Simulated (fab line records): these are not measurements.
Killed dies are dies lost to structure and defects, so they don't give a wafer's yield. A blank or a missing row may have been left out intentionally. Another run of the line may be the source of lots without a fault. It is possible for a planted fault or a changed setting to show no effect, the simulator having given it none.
The tool behind it: which one?    flow berkeley_cmos170    42 wafers from 14 lots sampled at 3 of the route's 331 steps

## WHAT EACH GAUGE READ, for each wafer
UCB170_M1_OVL_MEAS_10. Usual: M1_OVL gives -3 nm (standard deviation 5.3).
lot   measured      on          M1_OVL (nm)  flag
L422  day 7 00:27   overlay-01  -12 -8 -4    
L423  day 7 04:24   overlay-01  -11 -12 -5   
L424  day 7 05:16   overlay-02  -1 -6 -8     
L426  day 7 16:35   overlay-01  -4 -5 -14    
L427  day 7 16:37   overlay-02  6 8 4        
L425  day 7 16:54   overlay-02  9 6 0        
L428  day 8 03:53   overlay-01  -3 -4 -3     
L432  day 8 22:12   overlay-02  -5 1 0       
L431  day 8 23:40   overlay-01  1 -4 -5      
L433  day 9 09:23   overlay-02  -3 3 -5      
L434  day 9 10:20   overlay-02  -6 4 6       
L435  day 10 01:58  overlay-02  10 10 0      
L443  day 11 08:57  overlay-01  -12 -6 -4    
L444  day 12 02:15  overlay-01  -5 -4 -4     

UCB170_V1_THK_MEAS_04. Usual: V1_POLISHED_THK gives 1000.3 nm (standard deviation 1.3).
lot   measured      on             V1_POLISHED_THK (nm)  flag
L422  day 7 08:04   film_metro-04  1001.0 999.7 998.5    
L423  day 7 08:30   film_metro-03  1001.1 1000.9 998.6   
L424  day 7 08:57   film_metro-04  996.7 1000.5 998.7    
L426  day 7 23:29   film_metro-02  1000.9 999.1 1000.0   
L427  day 7 23:29   film_metro-04  1000.4 998.2 1000.3   
L425  day 7 23:48   film_metro-03  1000.2 1000.7 999.1   
L428  day 8 08:05   film_metro-02  1001.5 1001.0 999.5   
L432  day 9 04:40   film_metro-02  999.9 1001.6 999.0    
L431  day 9 04:40   film_metro-04  999.9 999.4 996.9     
L433  day 9 14:16   film_metro-02  1000.0 998.6 1001.7   
L434  day 9 14:16   film_metro-03  1000.2 1000.8 998.4   
L435  day 10 08:26  film_metro-03  1001.3 1000.9 1000.2  
L443  day 11 16:41  film_metro-04  1001.5 1003.7 1001.7  
L444  day 12 07:46  film_metro-02  1000.9 999.7 1001.2   

UCB170_V1_CD_MEAS_12 targets a cd of 700 nm. Usual: cd_nm 700.3 nm, standard deviation 1.5.
lot   measured      on         cd_nm (nm)         flag
L422  day 7 09:58   cd_sem-02  697.5 698.7 697.5  
L423  day 7 10:12   cd_sem-01  700.9 700.0 701.1  
L424  day 7 10:45   cd_sem-02  699.9 699.1 700.1  
L426  day 8 00:34   cd_sem-02  699.9 699.7 700.2  
L427  day 8 00:49   cd_sem-01  703.5 702.1 702.7  
L425  day 8 01:10   cd_sem-01  697.8 699.0 698.5  
L428  day 8 11:12   cd_sem-02  698.9 699.8 699.8  
L432  day 9 05:58   cd_sem-02  699.6 699.5 699.6  
L431  day 9 06:08   cd_sem-02  701.2 700.9 700.6  
L433  day 9 17:16   cd_sem-02  697.9 698.4 697.9  
L434  day 9 16:59   cd_sem-01  699.8 700.7 699.7  
L435  day 10 10:01  cd_sem-02  699.6 699.8 699.4  
L443  day 11 21:11  cd_sem-02  699.7 699.4 700.0  
L444  day 12 09:09  cd_sem-02  698.5 700.4 700.0  

## EACH LOT AND THE TOOL THAT RAN IT (in order: tool; ch and the chambers of the sampled wafers; start)
There is no process step in the record ahead of these readings.

## AS READ BY THE TOOLS THEMSELVES (means over the sampled wafers that have a number; for cases with no such wafer, the mark the record gives instead)
The record holds no such reading with a usual standard deviation.

## THE ANSWER, worked out from the rows above alone
Rule: a lot counts as off when the mean over its wafers that have a number is more than 3 standard deviations away from the usual mean. A lot without any number at a reading at which 4 lots or more have one is off too. Any other lot the step has rows for is counted as sound. Order of review: gauges by route order, followed by the tools' own readings, for which a lot's mean as printed above is used. The first step at which some lot is off is used, and at that step the reading that is off furthest; a lot without a number counts as furthest.
Across all readings shown, no lot is off: no conclusion can be drawn from this.

## WHAT THE SIMULATOR HAD INSERTED
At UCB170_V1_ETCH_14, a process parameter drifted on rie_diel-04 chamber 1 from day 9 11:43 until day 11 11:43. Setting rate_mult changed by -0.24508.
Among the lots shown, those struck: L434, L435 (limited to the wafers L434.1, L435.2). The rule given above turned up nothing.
